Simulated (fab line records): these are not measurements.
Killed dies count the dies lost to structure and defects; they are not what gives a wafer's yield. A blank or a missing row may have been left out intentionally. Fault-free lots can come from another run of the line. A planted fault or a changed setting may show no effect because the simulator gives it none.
Split-lot experiment :: flow rit_cmos :: 5 lots, 23 wafers read, on a route of 202 steps

## THE SPLIT ITSELF
At RIT_PRETRO_IMPLANT_08, the setting energy_kev was moved away from the recipe's 45 on 9 of the 23 wafers read, by -5.8% to +4.2%. For the rest of the wafers, this setting stayed at what the recipe calls for.

The split's own step is where the reading is taken.

## THE READING
implant.drp_nm (the simulator's own value, which no gauge read), in nm, at RIT_PRETRO_IMPLANT_08. There is no usual value for it anywhere in the file.

wafer: L075.1
tool, chamber at the split: implanter-02, 0
energy_kev as run: 45
against the recipe: recipe
implant.drp_nm, nm: 55.07
against lot-mates on the recipe: -

wafer: L075.4
tool, chamber at the split: implanter-02, 0
energy_kev as run: 45
against the recipe: recipe
implant.drp_nm, nm: 55.07
against lot-mates on the recipe: -

wafer: L075.6
tool, chamber at the split: implanter-02, 0
energy_kev as run: 45
against the recipe: recipe
implant.drp_nm, nm: 55.07
against lot-mates on the recipe: -

wafer: L075.2
tool, chamber at the split: implanter-02, 0
energy_kev as run: 43.33
against the recipe: -3.7%
implant.drp_nm, nm: 53.84
against lot-mates on the recipe: -1.23

wafer: L075.3
tool, chamber at the split: implanter-02, 0
energy_kev as run: 43.33
against the recipe: -3.7%
implant.drp_nm, nm: 53.84
against lot-mates on the recipe: -1.23

wafer: L076.1
tool, chamber at the split: implanter-01, 0
energy_kev as run: 45
against the recipe: recipe
implant.drp_nm, nm: 55.07
against lot-mates on the recipe: -

wafer: L076.4
tool, chamber at the split: implanter-01, 0
energy_kev as run: 45
against the recipe: recipe
implant.drp_nm, nm: 55.07
against lot-mates on the recipe: -

wafer: L076.2
tool, chamber at the split: implanter-01, 0
energy_kev as run: 42.37
against the recipe: -5.8%
implant.drp_nm, nm: 53.12
against lot-mates on the recipe: -1.95

wafer: L076.3
tool, chamber at the split: implanter-01, 0
energy_kev as run: 42.37
against the recipe: -5.8%
implant.drp_nm, nm: 53.12
against lot-mates on the recipe: -1.95

wafer: L076.6
tool, chamber at the split: implanter-01, 0
energy_kev as run: 42.37
against the recipe: -5.8%
implant.drp_nm, nm: 53.12
against lot-mates on the recipe: -1.95

wafer: L081.1
tool, chamber at the split: implanter-01, 0
energy_kev as run: 46.07
against the recipe: +2.4%
implant.drp_nm, nm: 55.84
against lot-mates on the recipe: +0.77

wafer: L081.5
tool, chamber at the split: implanter-01, 0
energy_kev as run: 46.07
against the recipe: +2.4%
implant.drp_nm, nm: 55.84
against lot-mates on the recipe: +0.77

wafer: L081.3
tool, chamber at the split: implanter-01, 0
energy_kev as run: 45
against the recipe: recipe
implant.drp_nm, nm: 55.07
against lot-mates on the recipe: -

wafer: L081.4
tool, chamber at the split: implanter-01, 0
energy_kev as run: 45
against the recipe: recipe
implant.drp_nm, nm: 55.07
against lot-mates on the recipe: -

wafer: L081.6
tool, chamber at the split: implanter-01, 0
energy_kev as run: 45
against the recipe: recipe
implant.drp_nm, nm: 55.07
against lot-mates on the recipe: -

wafer: L082.1
tool, chamber at the split: implanter-02, 0
energy_kev as run: 45
against the recipe: recipe
implant.drp_nm, nm: 55.07
against lot-mates on the recipe: -

wafer: L082.3
tool, chamber at the split: implanter-02, 0
energy_kev as run: 45
against the recipe: recipe
implant.drp_nm, nm: 55.07
against lot-mates on the recipe: -

wafer: L082.5
tool, chamber at the split: implanter-02, 0
energy_kev as run: 45
against the recipe: recipe
implant.drp_nm, nm: 55.07
against lot-mates on the recipe: -

wafer: L083.2
tool, chamber at the split: implanter-02, 0
energy_kev as run: 45
against the recipe: recipe
implant.drp_nm, nm: 55.07
against lot-mates on the recipe: -

wafer: L083.3
tool, chamber at the split: implanter-02, 0
energy_kev as run: 45
against the recipe: recipe
implant.drp_nm, nm: 55.07
against lot-mates on the recipe: -

wafer: L083.4
tool, chamber at the split: implanter-02, 0
energy_kev as run: 45
against the recipe: recipe
implant.drp_nm, nm: 55.07
against lot-mates on the recipe: -

wafer: L083.5
tool, chamber at the split: implanter-02, 0
energy_kev as run: 46.87
against the recipe: +4.2%
implant.drp_nm, nm: 56.41
against lot-mates on the recipe: +1.34

wafer: L083.6
tool, chamber at the split: implanter-02, 0
energy_kev as run: 46.87
against the recipe: +4.2%
implant.drp_nm, nm: 56.41
against lot-mates on the recipe: +1.34

FIT RESULTS
A straight line over all 23 wafers: implant.drp_nm changes by +0.33 nm for each +1% of energy_kev; r = +1.00; the points scatter about the line by 0.011 nm.
The same after taking each lot's own level away (the mean of its wafers on the recipe; 23 wafers): +0.33 nm for each +1%; r = +1.00; scatter 0.011 nm.
According to that fit, moving energy_kev by its largest amount changes the reading by 1.9 nm.
The lots' own levels span 55.070 to 55.070 nm.
So the lot-to-lot level changes the slope little: the two slopes agree.
Check: for one of the wafers moved furthest among these (-5.8%), held out of the fit, the line's prediction against its lot-mates is -1.93 nm. Against them it came out at -1.95 nm.

## THE OTHER SPLITS THESE WAFERS WENT THROUGH
Other splits were also applied to these wafers ahead of the reading. Each is held against what the fit with the lots' levels taken away leaves over:
other split on the same wafers: RIT_ACTIVE_ETCH_13 time_s
wafers away from the commonest value: 4
r with implant.drp_nm (lot level and that fit taken away): +0.31

other split on the same wafers: RIT_NWELL_COAT_01 resist_thk_nm
wafers away from the commonest value: 7
r with implant.drp_nm (lot level and that fit taken away): -0.12

other split on the same wafers: RIT_NWELL_SOFTBAKE_02 temp_c
wafers away from the commonest value: 4
r with implant.drp_nm (lot level and that fit taken away): +0.03

other split on the same wafers: RIT_NRETRO_COAT_01 spin_rpm
wafers away from the commonest value: 5
r with implant.drp_nm (lot level and that fit taken away): +0.01

other split on the same wafers: RIT_PRETRO_SOFTBAKE_02 temp_c
wafers away from the commonest value: 8
r with implant.drp_nm (lot level and that fit taken away): -0.24

## THE WHOLE CHAIN: every reading that the file lists as answering this split, in the file's order
step: RIT_PRETRO_IMPLANT_08
what it does: 
reading: implant.rp_nm (the simulator's own value, which no gauge read)
change (the file's fit): +1.37 nm for each +1% of the setting
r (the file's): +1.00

step: RIT_PRETRO_IMPLANT_08
what it does: 
reading: implant.drp_nm (the simulator's own value, which no gauge read)
change (the file's fit): +0.329 nm for each +1% of the setting
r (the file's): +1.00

## FILE'S OWN FIT
implant.drp_nm changes by +0.329 nm for each +1% of energy_kev, r = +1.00.
